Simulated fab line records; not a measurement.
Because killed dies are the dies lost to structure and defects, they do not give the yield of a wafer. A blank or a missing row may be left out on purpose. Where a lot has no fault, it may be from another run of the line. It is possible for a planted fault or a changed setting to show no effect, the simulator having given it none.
Code-filled problem report in 8D (eight disciplines) form | flow rit_cmos | the parts of the form that need people (team, actions taken, sign-off) are left out

== 1. THE PROBLEM ==
PWELL_TW at RIT_PWELL_TW_MEAS_10 reads a mean of 1150 on 6 wafers of 2 lots; wafers without a fault read 957 with a standard deviation of 8.5. That puts it +23 standard deviations away from the usual mean.
First seen on wafer L140.3, day 3 19:38, on film_metro-04. The record holds 42 wafers of 14 lots with a number at this step. Rule for "out", or "out of limits": more than 4 standard deviations from the usual mean. The other wafers with a number count as sound.

== 2. WHAT IT IS, WHAT IT ISN'T ==
question                    | is                           | is not
which readings at this step | PWELL_TW                     | -
which lots                  | L140, L143                   | L131, L132, L133, L134, L135, L136, L146, L147, L149, L150, L151, L153
which wafers of those lots  | all that have a number       | -
read on which gauges        | film_metro-01, film_metro-04 | film_metro-02
when                        | from day 3 19:38             | up to then (18 sound wafers); but 18 sound wafers of L146, L147, L149, L150, L151, L153 came after

== 3. SUSPECTS, AND WHAT RULES EACH OUT ==
Counting: a tool stays on the suspect list if, at a process step up to the reading, it processed all lots that are out and no sound lot following the first of them.
- the gauge at RIT_PWELL_TW_MEAS_10 is ruled out. The wafers that are out were read on 2 gauges (film_metro-01, film_metro-04).
- implanter-03 at RIT_PWELL_IMPLANT_08: kept. Every lot that is out went through it, starting with L140 (day 3 19:20), and after that it ran no sound lot; the last sound lot it ran before then is L136 (day 3 00:58). Its own readings are out on those wafers: dose_ions_cm2, faraday_current_uA.
Left after counting: implanter-03 at RIT_PWELL_IMPLANT_08.

== 4. THE CAUSE (what the simulator had put in) ==
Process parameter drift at RIT_PWELL_IMPLANT_08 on implanter-03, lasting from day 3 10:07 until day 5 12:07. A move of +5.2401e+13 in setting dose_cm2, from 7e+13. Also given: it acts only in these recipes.
Only this tool survived the counting.

== 5. SEQUENCE OF EFFECTS, ordered by route ==
Each row: a reading whose mean over the struck wafers that have a number lies more than 3 standard deviations from the usual. Readings are gone through only where the record gives a usual standard deviation; hours: the median, over the lots, of the time from a lot's start at the first step in this table giving one to that lot's start at this step; sigmas: the change measured in usual standard deviations.
hours | step                     | reading            | usual        | on struck wafers | change     | sigmas
0     | RIT_PWELL_IMPLANT_08     | dose_ions_cm2      | 6.999e+13    | 1.225e+14        | +5.246e+13 | +99 or more
0     | RIT_PWELL_IMPLANT_08     | faraday_current_uA | 222          | 393              | +171       | +40
0     | RIT_PWELL_TW_MEAS_10     | PWELL_TW           | 957          | 1150             | +193       | +23
6     | RIT_WELLDRIVE_RS_MEAS_02 | PWELL_RS           | 429.6 ohm/sq | 304.6            | -125.0     | -99 or more
Process steps it contains:
- RIT_PWELL_IMPLANT_08

== 6. HOW IT WOULD HAVE BEEN CAUGHT EARLIER ==
Counted from the fault's start at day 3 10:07, it took 10 hours until the first out-of-limits reading at a measuring or inspecting step in this record, taken at day 3 19:38.
Tool's own readings at RIT_PWELL_IMPLANT_08, dose_ions_cm2, faraday_current_uA: out on all struck wafers the step has rows for; an alarm limit on them would have tripped on the first.
Of the lots that are out (2), L143 began RIT_PWELL_IMPLANT_08 on implanter-03 after day 3 19:38. A tool hold placed at that time would have kept it from harm.
